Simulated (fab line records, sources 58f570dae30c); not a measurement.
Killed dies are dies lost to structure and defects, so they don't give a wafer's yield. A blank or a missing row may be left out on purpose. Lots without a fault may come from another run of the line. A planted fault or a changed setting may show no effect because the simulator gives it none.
Split-lot experiment | flow berkeley_cmos170 | 5 lots, 23 wafers read, on a route of 331 steps

THE SPLIT
At UCB170_CONTACT_EXPOSE_12 (exposes mask CONT, target cd 700 nm), the setting dose_mj was moved away from the recipe's 35 on 8 of the 23 wafers read, by -4.6% to +4.8%. The other wafers ran this setting at the recipe's value.

FROM THE SPLIT TO THE READING: what the file shows between them, 6 steps
- UCB170_CONTACT_PEB_13
- UCB170_CONTACT_DEVELOP_14: develop time 45 s
- UCB170_CONTACT_CD_MEAS_15: target cd 700 nm
- UCB170_CONTACT_ETCH_17: etches BARC in N2/H2
- UCB170_CONTACT_ETCH_18: etches PSG in CHF3/CF4/Ar, stops on TiSi2, target depth 840 nm, time 195 s (also split here: time_s)
- UCB170_CONTACT_STRIP_19: strips in O2

THE READING
cd_nm, in nm, at UCB170_CONTACT_CD_MEAS_90 (target cd 700 nm). Fault-free wafers of this fab line usually give 700.7 nm, standard deviation 1.6 nm.

wafer  | tool, chamber at the split | dose_mj as run | against the recipe | cd_nm, nm | against lot-mates on the recipe
L074.1 | krf_scanner-02, 0          | 35             | recipe             | 701.0     | -
L074.5 | krf_scanner-02, 0          | 35             | recipe             | 701.4     | -
L074.6 | krf_scanner-02, 0          | 35             | recipe             | 702.3     | -
L076.1 | krf_scanner-02, 0          | 33.38          | -4.6%              | 691.2     | -7.8
L076.3 | krf_scanner-02, 0          | 33.38          | -4.6%              | 690.7     | -8.3
L076.4 | krf_scanner-02, 0          | 35             | recipe             | 698.4     | -
L076.5 | krf_scanner-02, 0          | 33.38          | -4.6%              | 691.6     | -7.4
L076.6 | krf_scanner-02, 0          | 35             | recipe             | 699.6     | -
L079.2 | krf_scanner-01, 0          | 35             | recipe             | 702.0     | -
L079.3 | krf_scanner-01, 0          | 35             | recipe             | 703.0     | -
L079.4 | krf_scanner-01, 0          | 35             | recipe             | 702.3     | -
L079.5 | krf_scanner-01, 0          | 35             | recipe             | 701.7     | -
L079.6 | krf_scanner-01, 0          | 35             | recipe             | 702.9     | -
L080.1 | krf_scanner-01, 0          | 35             | recipe             | 700.2     | -
L080.2 | krf_scanner-01, 0          | 36.68          | +4.8%              | 707.2     | +6.4
L080.3 | krf_scanner-01, 0          | 35             | recipe             | 701.4     | -
L080.4 | krf_scanner-01, 0          | 36.68          | +4.8%              | 708.1     | +7.3
L080.6 | krf_scanner-01, 0          | 36.68          | +4.8%              | 707.3     | +6.5
L083.1 | krf_scanner-01, 0          | 33.84          | -3.3%              | 692.8     | -6.5
L083.2 | krf_scanner-01, 0          | 35             | recipe             | 699.7     | -
L083.3 | krf_scanner-01, 0          | 35             | recipe             | 699.5     | -
L083.4 | krf_scanner-01, 0          | 35             | recipe             | 698.6     | -
L083.5 | krf_scanner-01, 0          | 33.84          | -3.3%              | 692.8     | -6.5

THE FIT
A straight line over all 23 wafers: cd_nm changes by +1.81 nm for each +1% of dose_mj; r = +0.95; the points scatter about the line by 1.6 nm.
The same after taking each lot's own level away (the mean of its wafers on the recipe; 23 wafers): +1.59 nm for each +1%; r = +0.99; scatter 0.67 nm.
On that fit, the largest move of dose_mj shifts the reading by 7.6 nm.
The lots' own levels span 699.00 to 702.38 nm, that is 2.1 times the standard deviation above.
So the lot-to-lot level changes the slope: the two fits differ.
Check: with one of the wafers moved furthest among these (+4.8%) left out of the fit, the line predicts +7.6 nm for it against its lot-mates. It came out at +6.4 nm against them.

OTHER SPLITS ON THESE WAFERS
These wafers also went through other splits before the reading. Each is held against what the fit with the lots' levels taken away leaves over:
other split on the same wafers | wafers away from the commonest value | r with cd_nm (lot level and that fit taken away)
UCB170_CONTACT_ETCH_18 time_s  | 7                                    | +0.38

THE WHOLE CHAIN: every reading that the file lists as answering this split, in the file's order
step                      | what it does         | reading                                                        | change (the file's fit)              | r (the file's)
UCB170_CONTACT_CD_MEAS_15 | target cd 700 nm     | cd_nm                                                          | +1.64 nm for each +1% of the setting | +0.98
UCB170_CONTACT_ETCH_17    | etches BARC in N2/H2 | CONTACT.cd_nm (the simulator's own value, which no gauge read) | +1.55 nm for each +1% of the setting | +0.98
UCB170_CONTACT_CD_MEAS_90 | target cd 700 nm     | cd_nm                                                          | +1.63 nm for each +1% of the setting | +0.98

THE FILE'S OWN FIT
cd_nm changes by +1.63 nm for each +1% of dose_mj, r = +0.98.
